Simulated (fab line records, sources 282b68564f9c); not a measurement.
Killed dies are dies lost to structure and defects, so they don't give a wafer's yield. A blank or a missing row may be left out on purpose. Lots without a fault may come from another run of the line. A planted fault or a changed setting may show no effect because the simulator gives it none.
Chamber matching | flow rit_cmos | RIT_SPACER_CLEAN_01 on wet_bench-04: 4 sister chambers
The step cleans in dHF, time 30 s. 4 wafers are shown with their chamber, then 7 later ones without.

WAFERS WITH THEIR CHAMBER
wafer  | chamber | run_length_s (s)
L655.6 | 2       | 62.2
L656.5 | 1       | 63.3
L660.6 | 0       | 57.1
L667.5 | 3       | 63.4

WAFERS WITHOUT THEIR CHAMBER
wafer  | run_length_s (s)
L667.6 | 63.4
L669.3 | 62.0
L669.5 | 62.0
L669.6 | 62.0
L673.3 | 57.3
L673.4 | 57.3
L673.5 | 57.3

WHICH CHAMBER EACH WENT THROUGH
wafer  | from the rows above     | in truth
L667.6 | can't be placed: 3 or 1 | 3
L669.3 | 2                       | 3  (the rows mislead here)
L669.5 | 2                       | 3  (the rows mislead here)
L669.6 | 2                       | 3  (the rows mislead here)
L673.3 | 0                       | 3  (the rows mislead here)
L673.4 | 0                       | 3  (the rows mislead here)
L673.5 | 0                       | 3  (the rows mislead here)
Placed correctly: 0 of 7. Can't be placed from these rows: 1 (the true chamber is among the candidates in 1). Placed wrongly: 6.
How it was worked out, from the rows above alone: a wafer's distance from a chamber is the root of the sum, over the readings, of the square of ((its reading less the chamber's mean) divided by the reading's scatter). The wafer belongs to the nearest chamber; if the next one is less than 2 further off, it can't be placed. A chamber's mean is the mean of its shown wafers. The scatter: with one shown wafer a chamber, the root of the mean of the squares of how far each hidden wafer lies from its nearest shown one.
